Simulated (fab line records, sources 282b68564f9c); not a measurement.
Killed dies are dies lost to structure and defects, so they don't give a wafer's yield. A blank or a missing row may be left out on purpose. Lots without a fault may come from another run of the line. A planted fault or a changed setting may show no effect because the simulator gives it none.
A struck lot beside a sound one | flow rit_cmos | 15 steps out of a route of 202
Sound: wafers L426.4, L426.5, L426.6. Struck: wafers L443.2, L443.4, L443.5. The cause comes at the end.
At each step with rows: each side's tool, then ch and its chambers, then its first start. Under that, the readings that differ: sound wafers | struck wafers | difference of the means | sigmas: that difference in standard deviations of wafers without a fault.
alike: readings whose means differ by less than 2 such deviations, and words and numbers that are the same on both sides. not compared: withheld readings, readings that some wafer has no value for, bounds like >300 that may hide the same value, and numbers for which the record gives no deviation and whose values overlap.
The two part at a step that has a row with sigmas, a row that says differs or no value, or rows on one side only. Numbers that don't overlap but have no deviation are shown without sigmas and don't part them. A reading that every wafer of one side lacks parts them only if that side has two wafers or more.

RIT_PSD_TW_MEAS_10:
  sound on film_metro-01, day 3 12:54; struck on film_metro-01, day 7 04:47
  alike: PSD_TW
then, 3 steps without rows for these wafers: RIT_SDANNEAL_CLEAN_00 (cleans in SC1, time 600 s); RIT_SDANNEAL_CLEAN_01 (cleans in dHF, time 30 s); RIT_SDANNEAL_CLEAN_02 (cleans in SC2, time 600 s).
RIT_SDANNEAL_RTA_03: time 5 s.
  sound on rtp_anneal-02 ch 0, day 3 13:22; struck on rtp_anneal-01 ch 0, day 7 05:34
  alike: wafer_temp_C_max
RIT_SDANNEAL_RS_MEAS_04: measures by four-point-probe.
  sound on film_metro-04, day 3 13:27; struck on film_metro-01, day 7 05:38
  alike: PSD_RS
RIT_SDANNEAL_RS_MEAS_05: measures by four-point-probe.
  sound on film_metro-04, day 3 13:34; struck on film_metro-01, day 7 05:46
  reading         | sound             | struck            | difference | sigmas
  NSD_RS (ohm/sq) | 83.49 83.60 83.57 | 82.70 82.85 83.00 | -0.70      | -3
RIT_SDANNEAL_RS_MEAS_06: measures by four-point-probe.
  sound on film_metro-04, day 3 13:41; struck on film_metro-01, day 7 05:53
  alike: PLDD_RS
RIT_SDANNEAL_RS_MEAS_07: measures by four-point-probe.
  sound on film_metro-04, day 3 13:49; struck on film_metro-01, day 7 06:00
  alike: NLDD_RS
then, 1 step without rows for these wafers: RIT_SILICIDE_WET_ETCH_00 (etches SiO2 in BOE, target depth 14 nm, time 15 s).
RIT_SILICIDE_SPUTTER_01: material Ti, target thk 30 nm, time 240 s.
  sound on pvd_sputter-02, day 3 13:53; struck on pvd_sputter-01, day 7 06:07
  alike: chamber_pressure_pa, throttle_valve_pct
RIT_SILICIDE_RS_MEAS_02: measures by four-point-probe.
  sound on film_metro-03, day 3 14:05; struck on film_metro-01, day 7 06:17
  alike: SILICIDE_TI_RS
RIT_SILICIDE_THK_MEAS_03: measures by xrf.
  sound on film_metro-03, day 3 14:11; struck on film_metro-01, day 7 06:23
  reading              | sound          | struck         | difference | sigmas
  SILICIDE_TI_THK (nm) | 29.5 29.8 29.4 | 31.0 31.3 30.9 | +1.5       | +5
RIT_SILICIDE_RTA_04: time 10 s, ramp up 5 s, ramp down 5 s.
  sound on rtp_anneal-01 ch 0, day 3 14:15; struck on rtp_anneal-02 ch 0, day 7 06:27
  alike: wafer_temp_C_max
RIT_M1_PROBE_99:
  sound on prober-02, day 3 22:12; struck on prober-01, day 7 14:43
  alike: killed_at_contacts, killed_at_front_end, killed_dies, killed_open, killed_short

WHERE THEY PART
First at RIT_SDANNEAL_RS_MEAS_05; last, within this record, at RIT_SILICIDE_THK_MEAS_03. Later steps at which nothing parts them and some readings are alike: RIT_SILICIDE_RTA_04, RIT_M1_PROBE_99.

WHY: what the simulator had put in
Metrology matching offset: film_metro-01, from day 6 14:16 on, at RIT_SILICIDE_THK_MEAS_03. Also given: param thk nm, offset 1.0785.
